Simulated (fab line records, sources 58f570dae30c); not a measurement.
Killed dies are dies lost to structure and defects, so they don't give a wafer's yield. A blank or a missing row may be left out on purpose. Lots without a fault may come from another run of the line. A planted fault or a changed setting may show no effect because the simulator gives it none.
One fault seen from 2 desks | flow berkeley_cmos170 | each desk has only its own numbers; what lay behind them comes last

THE TOOL OWNER'S DESK: rie_diel-01
The tool's own readings at UCB170_V2_ETCH_14 (etches SiO2 in CHF3/CF4/Ar, stops on Al, target depth 1250 nm, time 291 s): means of the sampled wafers that have a number, for each lot that ran on this tool. A lot is out of limits, marked OUT, if its mean lies more than 4 standard deviations from the usual mean; the brackets give that distance.
Columns: A = drypump_motor_current_A at UCB170_V2_ETCH_14, usual 5.6 A; B = oes_product_au at UCB170_V2_ETCH_14, usual 0.871 a.u.; C = rf_fwd_power_W at UCB170_V2_ETCH_14, usual 698.1 W; D = throttle_valve_pct at UCB170_V2_ETCH_14, usual 6.96 %
lot  | first seen here | A   | B     | C               | D
L615 | day 8 20:56     | 5.7 | 0.874 | 697.7           | 6.92
L624 | day 10 10:35    | 5.2 | 0.876 | 698.8           | 6.89
L623 | day 10 12:11    | 5.5 | 0.876 | 699.1           | 6.90
L629 | day 11 19:00    | 5.2 | 0.878 | 699.5           | 6.90
L627 | day 11 21:08    | 5.1 | 0.868 | 614.3 (-44) OUT | 6.84
L631 | day 12 11:55    | 5.2 | 0.875 | 614.8 (-44) OUT | 6.91
This desk's finding: out of limits on L627, L631; first on L627, day 11 21:08 (rf_fwd_power_W at UCB170_V2_ETCH_14). In limits: L615, L624, L623, L629.

THE METROLOGY DESK
What the gauges read, lot by lot, whatever tool the lot ran on: means of the sampled wafers that have a number. A lot is out of limits, marked OUT, if its mean lies more than 4 standard deviations from the usual mean; the brackets give that distance.
Columns: A = NWELL_OXIDE_THK at UCB170_NWELL_THK_MEAS_02, usual 26.2 nm
lot  | first seen here | A
L614 | day 2 06:16     | 25.4
L615 | day 2 06:20     | 25.1
L620 | day 3 07:32     | 26.8
L621 | day 3 15:58     | 26.3
L623 | day 3 22:42     | 26.1
L624 | day 4 06:04     | 26.0
L625 | day 4 06:04     | 26.1
L626 | day 4 13:26     | 27.3
L627 | day 4 21:34     | 25.9
L630 | day 5 09:27     | 25.7
L629 | day 5 09:28     | 26.1
L631 | day 5 19:41     | 25.4
L632 | day 5 19:46     | 25.7
L636 | day 6 23:20     | 26.8
This desk's finding: nothing out of limits on any of the 14 lots.

PUT TOGETHER
The tool owner's desk could have raised an alarm at day 11 21:08, on L627, L631.
The metrology desk saw nothing out of limits.
The metrology desk has L627, L631 on record, within its limits.
Of the lots named, all ran UCB170_V2_ETCH_14 on rie_diel-01.

WHAT THE SIMULATOR HAD PUT IN
Process parameter drift: rie_diel-01, from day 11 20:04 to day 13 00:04, at UCB170_V2_ETCH_14. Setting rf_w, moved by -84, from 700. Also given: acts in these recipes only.
Lots struck among those shown: L627, L631.
Hours from the fault's start to each desk's first reading out of limits: the tool owner's desk, 1.
